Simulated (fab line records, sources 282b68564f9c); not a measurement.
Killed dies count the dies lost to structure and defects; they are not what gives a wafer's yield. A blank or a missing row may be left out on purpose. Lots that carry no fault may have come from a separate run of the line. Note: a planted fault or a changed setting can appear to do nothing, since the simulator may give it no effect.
The tool behind it: which one?    flow rit cmos    Sampling: 15 lots, 45 wafers, 3 of 202 route steps

== WHAT EACH GAUGE READ, for each wafer ==
RIT_NSD_TW_MEAS_10.
lot   measured     on             NSD_TW
L298  day 3 00:46  film metro-04  3111 3104 3100
L299  day 3 03:49  film metro-03  3104 3103 3117
L300  day 3 10:56  film metro-04  3097 3088 3105
L301  day 3 15:01  film metro-02  3105 3108 3113
L304  day 4 04:32  film metro-02  3101 3106 3111
L305  day 4 10:57  film metro-04  3085 3075 3072
L306  day 4 15:06  film metro-02  3119 3090 3121
L307  day 4 21:13  film metro-03  2995 2985 2999
L308  day 5 01:18  film metro-03  2999 3010 3004
L309  day 5 06:05  film metro-04  2986 2980 2993
L317  day 6 22:44  film metro-04  3075 3084 3078
L318  day 7 05:47  film metro-03  3105 3130 3111
L319  day 7 10:14  film metro-02  3082 3073 3081
L320  day 7 15:29  film metro-03  3124 3112 3112
L321  day 7 23:56  film metro-04  3099 3092 3095

RIT_SDANNEAL_RS_MEAS_05: a four-point-probe measurement.
lot   measured     on             NSD_RS (ohm/sq)
L298  day 3 02:56  film metro-03  84.2 83.8 84.2
L299  day 3 05:57  film metro-02  85.2 84.8 85.2
L300  day 3 13:06  film metro-03  85.0 84.9 84.9
L301  day 3 17:14  film metro-02  84.0 84.3 84.2
L304  day 4 06:46  film metro-02  84.5 84.5 84.5
L305  day 4 13:07  film metro-03  84.6 85.0 84.8
L306  day 4 17:10  film metro-03  84.4 84.6 84.8
L307  day 4 23:22  film metro-04  86.1 86.2 86.1
L308  day 5 03:43  film metro-02  86.1 86.3 86.0
L309  day 5 08:08  film metro-02  85.9 86.2 85.9
L317  day 7 00:46  film metro-04  84.3 84.7 84.5
L318  day 7 07:57  film metro-02  84.7 84.5 84.8
L319  day 7 12:29  film metro-03  84.8 84.4 84.7
L320  day 7 17:36  film metro-02  84.4 84.9 84.8
L321  day 8 02:07  film metro-03  84.2 83.9 84.1

== WHAT TOOL EACH LOT RAN ON (gives the tool, then ch and the chambers of the sampled wafers, and finally the start) ==
lot   RIT_NSD_IMPLANT_08
L298  implanter-04 ch 0, day 3 00:27
L299  implanter-01 ch 0, day 3 03:31
L300  implanter-04 ch 0, day 3 10:37
L301  implanter-02 ch 0, day 3 14:41
L304  implanter-04 ch 0, day 4 04:13
L305  implanter-04 ch 0, day 4 10:38
L306  implanter-04 ch 0, day 4 14:47
L307  implanter-04 ch 0, day 4 20:53
L308  implanter-04 ch 0, day 5 00:58
L309  implanter-04 ch 0, day 5 05:46
L317  implanter-01 ch 0, day 6 22:25
L318  implanter-02 ch 0, day 7 05:28
L319  implanter-02 ch 0, day 7 09:56
L320  implanter-01 ch 0, day 7 15:10
L321  implanter-02 ch 0, day 7 23:39
- RIT_NSD_IMPLANT_08

== AS READ BY THE TOOLS THEMSELVES (means over the sampled wafers that have a number; for cases with no such wafer, the mark the record gives instead) ==
RIT_NSD_IMPLANT_08.
lot   tool          beam energy keV
L298  implanter-04  25.007
L299  implanter-01  25.001
L300  implanter-04  25.005
L301  implanter-02  25.007
L304  implanter-04  25.002
L305  implanter-04  24.996
L306  implanter-04  25.000
L307  implanter-04  21.573
L308  implanter-04  21.560
L309  implanter-04  21.559
L317  implanter-01  24.998
L318  implanter-02  25.000
L319  implanter-02  25.002
L320  implanter-01  24.994
L321  implanter-02  25.001

== THE ANSWER, worked out from the rows above alone ==
Rule: the usual values come from the lots themselves. Put in order of their means at a reading, lots are off if they are a third of the lots or fewer, leave a main group of 4 or more, and stand apart from it by a gap of 3 or more times the standard deviation of the main group's means; of several such gaps the widest counts. A main group whose means are all the same, to the digits that the tables above print for the reading, isn't used. Also off: a lot with no number at a reading for which 4 or more lots have one. Any other lot the step has rows for is counted as sound. After the gauges, taken in route order, come the tools' own readings; for these a lot's mean is taken, as printed above. At the first step where some lot is off, the reading lying furthest off is the one used; lots without a number count as furthest.
Off: L307, L308, L309, at RIT_NSD_TW_MEAS_10 (NSD_TW). Main group: mean 3100, sd 14.
If a tool, at a process step before that reading, ran all the lots that are off and no sound lot after the first of them, it fits. The gauges at RIT_NSD_TW_MEAS_10 aren't tried: what is off there is off at RIT_NSD_IMPLANT_08 too, on other tools, and a gauge's error can't cause that. One fits: RIT_NSD_IMPLANT_08 on implanter-04. Its last sound lot is L306 (day 4 14:47), its first lot that is off L307 (day 4 20:53): a fault that began between those two fits.
The tool's own readings at RIT_NSD_IMPLANT_08 bear it out: on the lots that are off they differ by more than 5 times the standard deviation of the sound lots' means. beam energy keV reads 21.564 there against 25.001 on the sound lots.

== WHAT THE SIMULATOR HAD PUT IN ==
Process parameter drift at RIT_NSD_IMPLANT_08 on implanter-04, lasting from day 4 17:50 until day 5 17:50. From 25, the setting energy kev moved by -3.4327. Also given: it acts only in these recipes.
Lots struck among those shown: L307, L308, L309. The rule above found the same.
